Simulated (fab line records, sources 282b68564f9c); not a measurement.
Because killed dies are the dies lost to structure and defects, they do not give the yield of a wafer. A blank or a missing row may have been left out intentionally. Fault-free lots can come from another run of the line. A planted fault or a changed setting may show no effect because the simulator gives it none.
Shared-tool check || flow rit-cmos || Sample size 15 lots and 45 wafers

== REASON FOR OPENING ==
Of 15 lots, 3 have the reading SPACER_NITRIDE_THK flagged at RIT_SPACER_THK_MEAS_04. Fault-free wafers read 251.2 nm, with a standard deviation of 2.7.
Rule: a lot gets a flag if all its wafers with a number sit over 4 standard deviations from that mean, or if no wafer of it has a number. All remaining lots are regarded as sound.

{"lot": "L863", "measured": "day 3 00:17", "on": "film-metro-02", "SPACER_NITRIDE_THK (nm), wafer by wafer": "250.6 249.3 248.0", "flag": ""}
{"lot": "L864", "measured": "day 3 07:25", "on": "film-metro-02", "SPACER_NITRIDE_THK (nm), wafer by wafer": "251.4 250.9 249.5", "flag": ""}
{"lot": "L866", "measured": "day 3 15:50", "on": "film-metro-02", "SPACER_NITRIDE_THK (nm), wafer by wafer": "254.2 254.6 257.1", "flag": ""}
{"lot": "L867", "measured": "day 3 20:17", "on": "film-metro-03", "SPACER_NITRIDE_THK (nm), wafer by wafer": "252.5 249.2 251.2", "flag": ""}
{"lot": "L868", "measured": "day 4 03:26", "on": "film-metro-04", "SPACER_NITRIDE_THK (nm), wafer by wafer": "221.8 223.0 223.7", "flag": "FLAGGED"}
{"lot": "L869", "measured": "day 4 07:10", "on": "film-metro-02", "SPACER_NITRIDE_THK (nm), wafer by wafer": "217.6 218.9 217.8", "flag": "FLAGGED"}
{"lot": "L870", "measured": "day 4 17:44", "on": "film-metro-04", "SPACER_NITRIDE_THK (nm), wafer by wafer": "221.9 221.3 220.1", "flag": "FLAGGED"}
{"lot": "L871", "measured": "day 4 23:48", "on": "film-metro-04", "SPACER_NITRIDE_THK (nm), wafer by wafer": "249.2 249.2 247.7", "flag": ""}
{"lot": "L880", "measured": "day 6 22:58", "on": "film-metro-02", "SPACER_NITRIDE_THK (nm), wafer by wafer": "254.0 254.8 254.8", "flag": ""}
{"lot": "L881", "measured": "day 7 09:54", "on": "film-metro-03", "SPACER_NITRIDE_THK (nm), wafer by wafer": "252.2 253.3 254.1", "flag": ""}
{"lot": "L882", "measured": "day 7 16:11", "on": "film-metro-03", "SPACER_NITRIDE_THK (nm), wafer by wafer": "246.4 248.9 248.1", "flag": ""}
{"lot": "L883", "measured": "day 7 16:28", "on": "film-metro-04", "SPACER_NITRIDE_THK (nm), wafer by wafer": "248.2 249.2 247.5", "flag": ""}
{"lot": "L884", "measured": "day 7 18:05", "on": "film-metro-04", "SPACER_NITRIDE_THK (nm), wafer by wafer": "246.3 247.9 245.4", "flag": ""}
{"lot": "L886", "measured": "day 7 22:32", "on": "film-metro-03", "SPACER_NITRIDE_THK (nm), wafer by wafer": "256.5 254.5 255.5", "flag": ""}
{"lot": "L885", "measured": "day 8 00:26", "on": "film-metro-03", "SPACER_NITRIDE_THK (nm), wafer by wafer": "250.7 252.5 251.2", "flag": ""}
The numbers of the flagged lots are 220.7 nm on average: -30.5 nm against the usual, or -11 standard deviations.

== WHICH TOOL EACH LOT WENT THROUGH ==
The record keeps 1 process step preceding the reading, out of 202 steps on the route. In each cell: the tool, then ch and the chambers that the sampled wafers went through, then the start.
{"lot": "L863", "flag": "", "RIT_SPACER_CVD_03": "lpcvd-01 ch 1, day 2 22:22"}
{"lot": "L864", "flag": "", "RIT_SPACER_CVD_03": "lpcvd-01 ch 1, day 3 05:30"}
{"lot": "L866", "flag": "", "RIT_SPACER_CVD_03": "lpcvd-01 ch 1, day 3 13:54"}
{"lot": "L867", "flag": "", "RIT_SPACER_CVD_03": "lpcvd-01 ch 1, day 3 18:22"}
{"lot": "L868", "flag": "FLAGGED", "RIT_SPACER_CVD_03": "lpcvd-01 ch 1, day 4 01:30"}
{"lot": "L869", "flag": "FLAGGED", "RIT_SPACER_CVD_03": "lpcvd-01 ch 1, day 4 05:14"}
{"lot": "L870", "flag": "FLAGGED", "RIT_SPACER_CVD_03": "lpcvd-01 ch 0, day 4 15:49"}
{"lot": "L871", "flag": "", "RIT_SPACER_CVD_03": "lpcvd-02 ch 0, day 4 21:53"}
{"lot": "L880", "flag": "", "RIT_SPACER_CVD_03": "lpcvd-02 ch 1, day 6 21:03"}
{"lot": "L881", "flag": "", "RIT_SPACER_CVD_03": "lpcvd-01 ch 0, day 7 07:58"}
{"lot": "L882", "flag": "", "RIT_SPACER_CVD_03": "lpcvd-01 ch 1, day 7 14:14"}
{"lot": "L883", "flag": "", "RIT_SPACER_CVD_03": "lpcvd-02 ch 1, day 7 14:32"}
{"lot": "L884", "flag": "", "RIT_SPACER_CVD_03": "lpcvd-01 ch 0, day 7 16:10"}
{"lot": "L886", "flag": "", "RIT_SPACER_CVD_03": "lpcvd-01 ch 0, day 7 20:37"}
{"lot": "L885", "flag": "", "RIT_SPACER_CVD_03": "lpcvd-02 ch 0, day 7 22:29"}
What these steps do:
- RIT_SPACER_CVD_03: deposits Si3N4 from SiH2Cl2/NH3, target thk 250 nm, time 3300 s.
- RIT_SPACER_THK_MEAS_04

== FLAGGED AGAINST TOTAL, ONE TOOL AT A TIME (gauges that did the reading follow at the end) ==
{"step": "RIT_SPACER_CVD_03", "tool": "lpcvd-01", "lots run": 11, "flagged": 3, "share of the flagged lots": "all", "sound lots run after its first flagged lot": "4 (L881,L882,L884,L886)"}
{"step": "RIT_SPACER_CVD_03", "tool": "lpcvd-02", "lots run": 4, "flagged": 0, "share of the flagged lots": "none", "sound lots run after its first flagged lot": "-"}
{"step": "RIT_SPACER_THK_MEAS_04", "tool": "film-metro-02", "lots run": 5, "flagged": 1, "share of the flagged lots": "some", "sound lots run after its first flagged lot": "1 (L880)"}
{"step": "RIT_SPACER_THK_MEAS_04", "tool": "film-metro-03", "lots run": 5, "flagged": 0, "share of the flagged lots": "none", "sound lots run after its first flagged lot": "-"}
{"step": "RIT_SPACER_THK_MEAS_04", "tool": "film-metro-04", "lots run": 5, "flagged": 2, "share of the flagged lots": "some", "sound lots run after its first flagged lot": "3 (L871,L883,L884)"}

== WHAT IS ALLOWED BY THE TABLE ==
1 row of the table ran every flagged lot: lpcvd-01 at RIT_SPACER_CVD_03.
- lpcvd-01 at RIT_SPACER_CVD_03 ran 11 lots, 3 of them flagged. Sound lots followed the first flagged one (L881, L882, L884, L886) on it, something a lasting fault affecting the whole tool could not allow.
Every row of the table either missed a flagged lot or ran a sound lot after the first.

== WHAT THE SIMULATOR HAD INSERTED ==
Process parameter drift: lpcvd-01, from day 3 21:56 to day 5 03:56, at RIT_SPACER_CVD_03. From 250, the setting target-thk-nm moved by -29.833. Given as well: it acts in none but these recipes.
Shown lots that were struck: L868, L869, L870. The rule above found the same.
